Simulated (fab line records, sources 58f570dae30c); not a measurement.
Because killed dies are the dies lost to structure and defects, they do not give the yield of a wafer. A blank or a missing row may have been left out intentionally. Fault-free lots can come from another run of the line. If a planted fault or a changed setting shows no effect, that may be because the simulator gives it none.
The tool behind it: which one? -- flow berkeleyCmos170 -- Sampling: 7 lots, 21 wafers, 4 of 331 route steps

== WHAT THE GAUGES READ, wafer by wafer ==
UCB170_SDANNEAL_RS_MEAS_04: a four-point-probe measurement.
lot,measured,on,PLDD_RS (ohm/sq)
L307,day 7 01:08,filmMetro-04,1024.1 1022.1 1020.7
L310,day 7 21:28,filmMetro-01,1016.6 1014.7 1015.8
L319,day 9 13:05,filmMetro-01,968.4 966.1 968.6
L318,day 9 13:09,filmMetro-02,964.8 962.0 968.2
L324,day 10 12:46,filmMetro-04,1020.0 1020.5 1021.4
L326,day 10 13:20,filmMetro-02,1019.1 1018.5 1021.1
L328,day 11 07:17,filmMetro-01,1017.6 1017.1 1021.4

== WHAT TOOL EACH LOT RAN ON (gives the tool, then ch and the chambers of the sampled wafers, and finally the start) ==
lot,UCB170_NLDD_SOFTBAKE_02,UCB170_SPACER_ANNEAL_02,UCB170_PSD_STRIP_09
L307,"lithoTrack-04 ch 0, day 6 10:07","furnace-01 ch 0, day 6 14:23","plasmaAsher-01 ch 0,1, day 6 17:40"
L310,"lithoTrack-02 ch 0, day 7 10:30","furnace-04 ch 0, day 7 14:42","plasmaAsher-01 ch 0,1, day 7 17:50"
L319,"lithoTrack-04 ch 0, day 8 23:19","furnace-01 ch 0, day 9 04:34","plasmaAsher-02 ch 1, day 9 08:01"
L318,"lithoTrack-01 ch 0, day 9 00:08","furnace-01 ch 0, day 9 04:34","plasmaAsher-01 ch 0,1, day 9 08:06"
L324,"lithoTrack-04 ch 0, day 9 22:49","furnace-02 ch 0, day 10 05:36","plasmaAsher-01 ch 0,1, day 10 08:50"
L326,"lithoTrack-01 ch 0, day 10 03:32","furnace-02 ch 0, day 10 05:36","plasmaAsher-02 ch 0,1, day 10 09:01"
L328,"lithoTrack-02 ch 0, day 10 17:49","furnace-02 ch 0, day 10 21:44","plasmaAsher-01 ch 0,1, day 11 00:47"
- UCB170_NLDD_SOFTBAKE_02: time 61.18 s.
- UCB170_SPACER_ANNEAL_02: time 1800 s.
- UCB170_PSD_STRIP_09: strips in O2.

== THE ANSWER, worked out from the rows above alone ==
Rule: the usual values come from the lots themselves. Put in order of their means at a reading, lots are off if they are a third of the lots or fewer, leave a main group of 4 or more, and stand apart from it by a gap of 3 or more times the standard deviation of the main group's means; of several such gaps the widest counts. A main group whose means are all the same, to the digits that the tables above print for the reading, isn't used. A lot without any number at a reading at which 4 lots or more have one is off too. The other lots that the step has rows for count as sound.
Off: at UCB170_SDANNEAL_RS_MEAS_04 (PLDD_RS), L319, L318. Mean 1019.4 ohm/sq and standard deviation 2.2 in the main group.
If a tool, at a process step before that reading, ran all the lots that are off and no sound lot after the first of them, it fits. The gauges at UCB170_SDANNEAL_RS_MEAS_04 are tried like those tools. One fits: UCB170_SPACER_ANNEAL_02 on furnace-01. Its last sound lot is L307 (day 6 14:23), its first lot that is off L318 (day 9 04:34): a fault that began between those two fits.

== WHAT THE SIMULATOR HAD INSERTED ==
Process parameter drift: furnace-01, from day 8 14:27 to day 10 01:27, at UCB170_SPACER_ANNEAL_02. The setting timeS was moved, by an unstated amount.
Shown lots that were struck: L319, L318. The same result came from the rule above.
